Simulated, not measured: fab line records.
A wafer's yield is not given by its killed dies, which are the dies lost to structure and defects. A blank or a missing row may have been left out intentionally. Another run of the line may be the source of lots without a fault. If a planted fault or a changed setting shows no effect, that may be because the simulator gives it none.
fab line records	flow rit_cmos
[record] lots = 15	wafers = 45	last_day = 7
route steps=202 shown ACTIVE@3 PRETRO@73 PLDD@118 CONTACT@179
lots that met no fault: from a run of the same line without faults
start_h: start of the lot's first displayed wafer, in hours after the record's first day	wait_h: hours from the lot's prior step to this one	" the same as in the row above	L1.1+2: one row covering several wafers at once	- no value, or no start given	* or withheld: withheld	< > ~ a bound
route shown NAME@n: NAME is a module with steps in the file, n the number in the route of the first one	usual: mean/standard deviation taken from wafers without a fault	same: alike in all rows	chamber/n: place in a boat	sites: readings site by site	_std_site: how widely they spread, as a standard deviation	_edge_site: outer sites' mean less inner sites'	radius_mm: for every site, how far away it sits from the centre of the wafer	mask NAME#n: copy n	behind: the tool/chamber that last shaped the wafer	hold: why the lot was held/for how many hours/how that ended	device: the transistor (n, p or np) that didn't switch	end of line: at the end of the route, the tests of the same wafers	a step with no rows: only its recipe	killed: dies that structure and defects cost at the first sort, which is not the same as the wafer's yield	map: dies across one wafer; x = killed, . = not, _ = none there
set.NAME: the run value of the setting; set.NAME@STEP: its run value at that earlier step	model.NAME: the simulator's own value behind a step, which no gauge read
one table for each step of the route and one row for each wafer, over a sample of lots
services: from which hour (start_h, from the record's first day; less than 0 if before it) a tool's chamber was out of use, for how many hours, and why
[[steps]]
[step RIT_ACTIVE_THK_MEAS_02]
[recipe] reads = SiO2_of_ACTIVE_OXIDATION_01
[usual] ACTIVE_OXIDE_THK = 43.7/0.93
lot.wafer	tool	chamber	start_h	wait_h	ACTIVE_OXIDE_THK[nm]
L170.2	film_metro-04	-	13.28	0.0	44.8
L170.4	"	-	"	"	45.1
L170.5	"	-	"	"	44.0
L174.3	film_metro-02	-	32.85	0.0	43.2
L174.4	"	-	"	"	43.8
L174.5	"	-	"	"	44.0
L176.2	film_metro-01	-	43.15	0.0	43.6
L176.5	"	-	"	"	42.8
L176.6	"	-	"	"	43.5
L177.1	film_metro-02	-	47.46	0.0	43.0
L177.4	"	-	"	"	43.2
L177.6	"	-	"	"	43.3
L178.1	film_metro-01	-	53.75	0.0	43.9
L178.4	"	-	"	"	43.1
L178.6	"	-	"	"	43.6
L180.1	film_metro-04	-	62.25	0.0	41.4
L180.5	"	-	"	"	42.8
L180.6	"	-	"	"	42.6
L183.2	film_metro-02	-	79.28	0.0	42.8
L183.4	"	-	"	"	43.1
L183.5	"	-	"	"	42.6
L184.3	film_metro-04	-	82.07	0.0	44.7
L184.4	"	-	"	"	42.5
L184.5	"	-	"	"	43.6
L185.3	film_metro-01	-	89.46	0.0	43.7
L185.4	"	-	"	"	42.4
L185.6	"	-	"	"	43.3
L186.1	film_metro-01	-	92.17	0.0	44.0
L186.4	"	-	"	"	43.6
L186.5	"	-	"	"	44.1
L187.1	film_metro-02	-	97.96	0.0	44.7
L187.5	"	-	"	"	44.9
L187.6	"	-	"	"	44.2
L188.1	film_metro-02	-	102.44	0.0	44.0
L188.2	"	-	"	"	44.5
L188.6	"	-	"	"	44.5
L189.1	film_metro-04	-	107.05	0.0	42.9
L189.2	"	-	"	"	44.0
L189.5	"	-	"	"	43.5
L191.3	film_metro-02	-	118.04	0.0	44.5
L191.4	"	-	"	"	44.9
L191.5	"	-	"	"	44.9
L193.3	film_metro-04	-	127.07	0.0	46.1
L193.5	"	-	"	"	46.1
L193.6	"	-	"	"	46.1
[step RIT_PRETRO_STRIP_09]
[recipe] chemistry = O2	time_s = 180	resist = NOVOLAK	platen_temp_c = withheld	power_w = 500	pressure_mtorr = 4000	o2_flow_sccm = 4000
[usual] drypump_motor_current_A = 5.6/0.51
lot.wafer	tool	chamber	start_h	wait_h	drypump_motor_current_A	rf_hours_counter_h
L170.2	plasma_asher-03	1	32.64	0.1	5.5	38
L170.4	"	0	"	"	5.3	-
L170.5	"	1	"	"	5.5	-
L174.3	plasma_asher-04	0	53.49	0.1	5.4	-
L174.4	"	1	"	"	6.6	-
L174.5	"	1	"	"	6.6	-
L176.2	plasma_asher-03	1	64.63	0.1	5.5	41
L176.5	"	0	"	"	5.3	-
L176.6	"	1	"	"	5.5	-
L177.1	plasma_asher-02	0	71.56	0.1	5.4	44
L177.4	"	1	"	"	5.1	-
L177.6	"	0	"	"	5.4	-
L178.1	plasma_asher-03	1	76.83	0.1	5.5	43
L178.4	"	1	"	"	5.5	-
L178.6	"	1	"	"	5.5	-
L180.1	plasma_asher-03	0	84.23	0.1	5.3	44
L180.5	"	1	"	"	5.5	-
L180.6	"	0	"	"	5.3	-
L183.2	plasma_asher-04	0	101.77	0.1	5.4	45
L183.4	"	0	"	"	5.4	-
L183.5	"	0	"	"	5.4	-
L184.3	plasma_asher-04	0	105.72	0.1	5.4	-
L184.4	"	1	"	"	6.6	-
L184.5	"	1	"	"	6.6	-
L185.3	plasma_asher-04	1	109.75	0.1	6.6	-
L185.4	"	0	"	"	5.4	-
L185.6	"	1	"	"	6.6	-
L186.1	plasma_asher-02	1	114.78	0.1	5.1	48
L186.4	"	0	"	"	5.4	-
L186.5	"	1	"	"	5.1	-
L187.1	plasma_asher-03	1	118.01	0.1	5.5	0
L187.5	"	1	"	"	5.5	-
L187.6	"	0	"	"	5.3	-
L188.1	plasma_asher-03	0	122.03	0.1	5.3	0
L188.2	"	1	"	"	5.5	0
L188.6	"	1	"	"	5.5	-
L189.1	plasma_asher-02	0	129.91	0.1	5.4	49
L189.2	"	1	"	"	5.1	49
L189.5	"	0	"	"	5.4	-
L191.3	plasma_asher-04	0	138.57	0.1	5.4	-
L191.4	"	1	"	"	6.6	-
L191.5	"	1	"	"	6.6	-
L193.3	plasma_asher-04	0	150.02	0.1	5.4	-
L193.5	"	1	"	"	6.6	-
L193.6	"	0	"	"	5.4	-
[step RIT_PLDD_PEB_04]
[recipe] resist = NOVOLAK	temp_c = withheld	time_s = withheld
[usual] chill_plate_temp_C = *	exhaust_pa = 44.8/0.91
lot.wafer	tool	chamber	start_h	wait_h	chill_plate_temp_C	exhaust_pa
L170.2	litho_track-02	0	43.40	0.1	*	45.0
L170.4	"	0	"	"	*	45.0
L170.5	"	0	"	"	*	45.4
L174.3	litho_track-04	0	68.60	0.1	*	45.4
L174.4	"	0	"	"	*	44.5
L174.5	"	0	"	"	*	44.5
L176.2	litho_track-03	-	79.40	0.1	-	-
L176.5	"	-	"	"	-	-
L176.6	"	-	"	"	-	-
L177.1	litho_track-02	-	86.05	0.1	-	-
L177.4	"	-	"	"	-	-
L177.6	"	-	"	"	-	-
L178.1	litho_track-02	-	88.60	0.1	-	-
L178.4	"	-	"	"	-	-
L178.6	"	-	"	"	-	-
L180.1	litho_track-04	0	98.32	0.1	*	43.3
L180.5	"	0	"	"	*	44.7
L180.6	"	0	"	"	*	43.8
L183.2	litho_track-02	0	112.58	0.1	*	46.1
L183.4	"	0	"	"	*	45.6
L183.5	"	0	"	"	*	45.5
L184.3	litho_track-03	0	118.60	0.1	*	46.5
L184.4	"	0	"	"	*	46.2
L184.5	"	0	"	"	*	44.9
L185.3	litho_track-04	0	123.91	0.1	*	44.5
L185.4	"	0	"	"	*	44.4
L185.6	"	0	"	"	*	43.8
L186.1	litho_track-02	0	130.30	0.1	*	44.3
L186.4	"	0	"	"	*	45.0
L186.5	"	0	"	"	*	43.8
L187.1	litho_track-02	0	132.00	0.1	*	43.1
L187.5	"	0	"	"	*	45.7
L187.6	"	0	"	"	*	47.1
L188.1	litho_track-02	0	134.30	0.1	*	46.1
L188.2	"	0	"	"	*	46.2
L188.6	"	0	"	"	*	45.7
L189.1	litho_track-04	0	143.81	0.1	*	44.1
L189.2	"	0	"	"	*	44.5
L189.5	"	0	"	"	*	44.4
L191.3	litho_track-02	0	149.54	0.1	*	45.8
L191.4	"	0	"	"	*	45.1
L191.5	"	0	"	"	*	45.2
L193.3	litho_track-03	0	162.17	0.1	*	45.1
L193.5	"	0	"	"	*	45.5
L193.6	"	0	"	"	*	45.6
[step RIT_CONTACT_ETCH_11]
[recipe] target_depth_a = 4800	over_etch_frac = 0.2	stop_on = TiSi2	chemistry = CHF3/CF4/Ar	target = SiO2	CHF3_flow_sccm = 50	cf4_flow_sccm = 10	Ar_flow_sccm = 100	O2_flow_sccm = 5	pressure_mtorr = 100	rf_w = 200	time_s = 320
[usual] drypump_motor_current_A = 5.7/0.49	oes_product_au = 0.987/0.017	throttle_valve_pct = 8.90/0.13
lot.wafer	tool	chamber	start_h	wait_h	drypump_motor_current_A	oes_product_au	rf_hours_counter_h	throttle_valve_pct
L170.2	rie_diel-04	3	52.51	0.1	5.4	0.989	18	8.92
L170.4	"	1	"	"	5.6	0.973	89	8.77
L170.5	"	0	"	"	5.8	0.986	-	8.99
L174.3	rie_diel-01	3	77.79	0.1	5.7	0.970	108	8.96
L174.4	"	0	"	"	4.9	0.962	117	9.12
L174.5	"	2	"	"	5.9	0.974	-	8.69
L176.2	rie_diel-04	0	90.56	0.1	5.8	0.977	5	9.01
L176.5	"	2	"	"	5.4	0.968	-	8.82
L176.6	"	1	"	"	5.7	0.981	-	8.80
L177.1	rie_diel-02	2	95.64	0.1	5.9	0.993	49	8.81
L177.4	"	1	"	"	6.5	1.012	115	8.72
L177.6	"	0	"	"	4.9	0.992	-	9.02
L178.1	rie_diel-01	2	99.10	0.1	6.0	0.965	152	8.69
L178.4	"	0	"	"	4.9	0.961	-	9.13
L178.6	"	3	"	"	5.7	0.968	-	8.95
L180.1	rie_diel-02	1	107.73	0.1	6.4	1.005	115	8.73
L180.5	"	0	"	"	4.9	0.999	-	9.01
L180.6	"	1	"	"	6.5	0.999	-	8.72
L183.2	rie_diel-04	1	121.95	0.1	5.7	0.977	90	8.79
L183.4	"	0	"	"	5.9	0.977	6	8.98
L183.5	"	0	"	"	5.9	0.976	-	8.98
L184.3	rie_diel-02	0	128.06	0.1	4.9	0.995	17	9.02
L184.4	"	1	"	"	6.4	1.005	116	8.73
L184.5	"	2	"	"	5.9	0.995	-	8.82
L185.3	rie_diel-01	3	133.34	0.1	5.7	0.973	110	8.95
L185.4	"	0	"	"	4.9	0.957	118	9.14
L185.6	"	2	"	"	5.9	0.979	-	8.68
L186.1	rie_diel-04	0	139.58	0.1	5.9	0.978	6	8.99
L186.4	"	2	"	"	5.4	0.974	40	8.83
L186.5	"	3	"	"	5.4	0.992	-	8.90
L187.1	rie_diel-02	2	141.48	0.1	5.9	0.997	50	8.84
L187.5	"	2	"	"	5.9	1.009	-	8.82
L187.6	"	3	"	"	6.4	0.998	-	9.00
L188.1	rie_diel-01	0	143.35	0.1	4.9	0.965	118	9.13
L188.2	"	1	"	"	5.3	1.011	1	8.83
L188.6	"	1	"	"	5.3	1.015	-	8.83
L189.1	rie_diel-01	3	153.33	0.1	5.7	0.979	110	8.97
L189.2	"	0	"	"	4.9	0.964	118	9.12
L189.5	"	0	"	"	4.9	0.961	-	9.13
L191.3	rie_diel-01	3	158.83	0.1	5.7	0.968	111	8.96
L191.4	"	3	"	"	5.7	0.965	-	8.95
L191.5	"	1	"	"	5.4	1.019	-	8.84
L193.3	rie_diel-02	3	171.27	0.1	6.4	1.009	57	9.00
L193.5	"	1	"	"	6.4	1.002	-	8.74
L193.6	"	0	"	"	4.9	1.002	-	9.02
[[services]]
tool	chamber	start_h	hours	kind
plasma_asher-04	-	21.83	2.8	pm
rie_diel-01	0	35.94	40.7	repair
rie_diel-02	0	51.74	13.6	repair
plasma_asher-02	-	71.80	14.6	pm
rie_diel-01	1	86.71	-	clean
rie_diel-01	1	86.71	-	consumable_replace:esc
rie_diel-01	1	86.71	20.6	scheduled_down
rie_diel-01	1	86.71	20.6	vent_cycle
plasma_asher-03	-	88.64	1.2	repair
plasma_asher-03	-	108.75	9.0	pm
plasma_asher-03	0	108.75	9.0	vent_cycle
plasma_asher-03	1	108.75	9.0	vent_cycle
rie_diel-01	2	114.80	1.8	repair
plasma_asher-03	0	117.75	-	clean
plasma_asher-03	1	117.75	-	clean
rie_diel-01	2	144.00	-	clean
rie_diel-01	2	144.00	28.4	scheduled_down
rie_diel-01	2	144.00	28.4	vent_cycle
rie_diel-01	1	149.95	4.8	repair
[[key]]
[first_sign] step = RIT_PLDD_PEB_04	reading = tool_record	direction = missing
effect none on later readings
met_at RIT_PLDD_PEB_04
struck_lots L176,L177,L178
sort_left_out L176.2,L176.5,L176.6,L177.1,L177.4,L177.6,L178.1,L178.4,L178.6
tester_left_out L176,L177,L178
not_acting_at RIT_ACTIVE_THK_MEAS_02,RIT_PRETRO_STRIP_09,RIT_CONTACT_ETCH_11
onset_between 43.40 79.40
[fault] kind = skipped_step_whole	tool = litho_track-02,litho_track-03	chamber = -	onset_h = 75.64	steps = RIT_PLDD_PEB_04	scope = struck_lots_only
// tester_left_out: of these lots the tester's yield and bins aren't shown, on N5 and GAA mostly nor the transistor test; their killed dies are dies lost to structure and defects alone, not to doping, threshold or leakage, so they don't give the yield
// sort_left_out: the simulated sort isn't trusted on such a fault, so these wafers' sort isn't shown, and their yield isn't known
